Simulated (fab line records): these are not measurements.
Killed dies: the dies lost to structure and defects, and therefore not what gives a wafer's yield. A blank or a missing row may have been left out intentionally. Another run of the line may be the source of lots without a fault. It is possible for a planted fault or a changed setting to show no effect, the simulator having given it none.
Lot-split experiment + flow ritCmos + route with 202 steps; 5 lots, 23 wafers read

## SPLIT DETAILS
At RIT_GATE_CVD_08 (deposits poly-Si from SiH4, target thk 250 nm, time 2220 s), the setting timeS was moved away from the recipe's 2220 s on 20 of the 23 wafers read, by -13.5% to +12.5%. The other wafers ran this setting at the recipe's value.

Split to reading: the file shows no intervening step.

## THE READING
oesProductAu, in a.u., at RIT_GATE_ETCH_19 (etches poly-Si in SF6/CHF3/O2, stops on SiO2, time 165 s, target depth 312.5 nm). On this fab line, fault-free wafers typically give 0.851 a.u. with a standard deviation of 0.014 a.u.

| wafer  | tool, chamber at the split | timeS as run, s | against the recipe | oesProductAu, a.u. | against lot-mates on the recipe |
|--------|----------------------------|-----------------|--------------------|--------------------|---------------------------------|
| L074.1 | -, -                       | 2359            | +6.3%              | 0.885              | no lot-mate on the recipe       |
| L074.2 | -, -                       | 2359            | +6.3%              | 0.886              | no lot-mate on the recipe       |
| L074.3 | -, -                       | 2359            | +6.3%              | 0.890              | no lot-mate on the recipe       |
| L074.4 | -, -                       | 2359            | +6.3%              | 0.909              | no lot-mate on the recipe       |
| L074.5 | -, -                       | 2359            | +6.3%              | 0.886              | no lot-mate on the recipe       |
| L075.1 | -, -                       | 1921            | -13.5%             | 0.758              | no lot-mate on the recipe       |
| L075.2 | -, -                       | 1921            | -13.5%             | 0.782              | no lot-mate on the recipe       |
| L075.3 | -, -                       | 1921            | -13.5%             | 0.772              | no lot-mate on the recipe       |
| L075.4 | -, -                       | 1921            | -13.5%             | 0.795              | no lot-mate on the recipe       |
| L075.5 | -, -                       | 1921            | -13.5%             | 0.775              | no lot-mate on the recipe       |
| L078.1 | lpcvd-02, 1                | 2220            | recipe             | 0.849              | -                               |
| L078.4 | lpcvd-02, 1                | 2220            | recipe             | 0.829              | -                               |
| L078.6 | lpcvd-02, 1                | 2220            | recipe             | 0.857              | -                               |
| L083.1 | -, -                       | 2497            | +12.5%             | 0.907              | no lot-mate on the recipe       |
| L083.3 | -, -                       | 2497            | +12.5%             | 0.921              | no lot-mate on the recipe       |
| L083.4 | -, -                       | 2497            | +12.5%             | 0.913              | no lot-mate on the recipe       |
| L083.5 | -, -                       | 2497            | +12.5%             | 0.930              | no lot-mate on the recipe       |
| L083.6 | -, -                       | 2497            | +12.5%             | 0.919              | no lot-mate on the recipe       |
| L085.1 | -, -                       | 2044            | -7.9%              | 0.803              | no lot-mate on the recipe       |
| L085.2 | -, -                       | 2044            | -7.9%              | 0.777              | no lot-mate on the recipe       |
| L085.4 | -, -                       | 2044            | -7.9%              | 0.799              | no lot-mate on the recipe       |
| L085.5 | -, -                       | 2044            | -7.9%              | 0.803              | no lot-mate on the recipe       |
| L085.6 | -, -                       | 2044            | -7.9%              | 0.780              | no lot-mate on the recipe       |

FIT RESULTS
A straight line over all 23 wafers: oesProductAu changes by +0.0058 a.u. for each +1% of timeS; r = +0.98; the points scatter about the line by 0.013 a.u.
Too few moved wafers with a lot-mate on the recipe to fit a line net of each lot's own level.

## THE WHOLE CHAIN: every reading that the file lists as answering this split, in the file's order
| step              | what it does                                                                    | reading                                                                       | change (the file's fit)                  | r (the file's) |
|-------------------|---------------------------------------------------------------------------------|-------------------------------------------------------------------------------|------------------------------------------|----------------|
| RIT_GATE_ETCH_19  | etches poly-Si in SF6/CHF3/O2, stops on SiO2, time 165 s, target depth 312.5 nm | oesProductAu                                                                  | +0.0058 a.u. for each +1% of the setting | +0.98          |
| RIT_REOX_CLEAN_00 | cleans in SC1, time 600 s                                                       | poly-Si_of_GATE_CVD_08.thkNm (the simulator's own value, which no gauge read) | +2.37 nm for each +1% of the setting     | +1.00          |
| RIT_M1_PROBE_99   |                                                                                 | etest.nmosTurned.driveUaUm (the simulator's own value, which no gauge read)   | -5.84 for each +1% of the setting        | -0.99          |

## THE FILE'S OWN FIT
oesProductAu changes by +0.0058 a.u. for each +1% of timeS, r = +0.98.
